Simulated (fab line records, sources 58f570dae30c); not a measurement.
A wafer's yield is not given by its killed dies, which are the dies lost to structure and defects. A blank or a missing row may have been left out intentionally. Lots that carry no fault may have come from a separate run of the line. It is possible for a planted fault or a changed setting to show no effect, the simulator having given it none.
Which tool did it?	flow berkeley_cmos170	14 lots, 42 wafers sampled, at 2 steps of a route of 331

== WHAT EACH GAUGE READ, for each wafer ==
UCB170_PSD_CD_MEAS_06 targets a cd of 1200 nm. Usual: cd_nm reads 1200.2 nm (standard deviation 1.7).
lot	measured	on	cd_nm (nm)	flag
L985	day 6 20:39	cd_sem-02	1201.3 1200.0 1200.5	
L984	day 6 20:47	cd_sem-01	1201.5 1201.6 1199.9	
L986	day 7 03:47	cd_sem-02	1201.5 1201.4 1201.0	
L989	day 7 12:02	cd_sem-01	1200.6 1199.3 1200.6	
L988	day 7 12:23	cd_sem-01	1199.7 1199.5 1199.3	
L991	day 7 23:02	cd_sem-02	1201.6 1200.7 1201.7	
L993	day 8 12:11	cd_sem-02	1202.6 1200.1 1200.7	
L995	day 8 16:23	cd_sem-02	1200.7 1201.5 1201.8	
L994	day 8 16:30	cd_sem-02	1201.2 1201.9 1202.3	
L999	day 9 20:42	cd_sem-01	1201.9 1203.4 1201.8	
L100	day 9 21:13	cd_sem-02	1208.9 1208.2 1207.0	OFF
L102	day 10 07:55	cd_sem-01	1197.3 1196.3 1196.8	
L101	day 10 08:23	cd_sem-02	1206.0 1206.3 1208.1	OFF
L106	day 11 05:44	cd_sem-02	1198.3 1198.3 1197.5	

== TOOL THAT RAN EACH LOT (tool first, then ch and the chambers of the sampled wafers, then the start) ==
lot	UCB170_PSD_PEB_04
L985	litho_track-04 ch 0, day 6 20:23
L984	litho_track-01 ch 0, day 6 20:31
L986	litho_track-01 ch 0, day 7 03:31
L989	litho_track-02 ch 0, day 7 11:46
L988	litho_track-02 ch 0, day 7 12:07
L991	litho_track-01 ch 0, day 7 22:46
L993	litho_track-01 ch 0, day 8 11:55
L995	litho_track-04 ch 0, day 8 16:07
L994	litho_track-02 ch 0, day 8 16:14
L999	litho_track-04 ch 0, day 9 20:26
L100	litho_track-04 ch 0, day 9 20:56
L102	litho_track-02 ch 0, day 10 07:38
L101	litho_track-04 ch 0, day 10 08:07
L106	litho_track-02 ch 0, day 11 05:15
- UCB170_PSD_PEB_04

== AS READ BY THE TOOLS THEMSELVES (means over the sampled wafers that have a number; for cases with no such wafer, the mark the record gives instead) ==
UCB170_PSD_PEB_04. Usual: plate_temp_C reads 130.03 C (standard deviation 0.14).
lot	tool	plate_temp_C (C)	flag
L985	litho_track-04	130.16	
L984	litho_track-01	130.04	
L986	litho_track-01	130.05	
L989	litho_track-02	130.17	
L988	litho_track-02	129.99	
L991	litho_track-01	129.94	
L993	litho_track-01	129.95	
L995	litho_track-04	130.18	
L994	litho_track-02	129.90	
L999	litho_track-04	130.16	
L100	litho_track-04	129.91	
L102	litho_track-02	129.97	
L101	litho_track-04	130.04	
L106	litho_track-02	129.84	

== THE ANSWER, worked out from the rows above alone ==
Rule: a lot counts as off when the mean over its wafers that have a number is more than 3 standard deviations away from the usual mean. A lot without any number at a reading at which 4 lots or more have one is off too. The other lots that the step has rows for count as sound. After the gauges, taken in route order, come the tools' own readings; for these a lot's mean is taken, as printed above. The first step at which some lot is off is used, and at that step the reading that is off furthest; a lot without a number counts as furthest.
Off: L100, L101, at UCB170_PSD_CD_MEAS_06 (cd_nm).
If a tool, at a process step before that reading, ran all the lots that are off and no sound lot after the first of them, it fits. Those tools and the gauges at UCB170_PSD_CD_MEAS_06 are tried in the same way. One candidate fits, namely litho_track-04 at UCB170_PSD_PEB_04. A fault onset in the window from L999 (day 9 20:26, its last sound lot) to L100 (day 9 20:56, its first lot off) fits.

== WHAT WAS PUT IN BY THE SIMULATOR ==
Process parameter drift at UCB170_PSD_PEB_04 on litho_track-04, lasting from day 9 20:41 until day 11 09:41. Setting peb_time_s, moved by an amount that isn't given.
Shown lots that were struck: L100, L101. This agrees with what the rule above found.
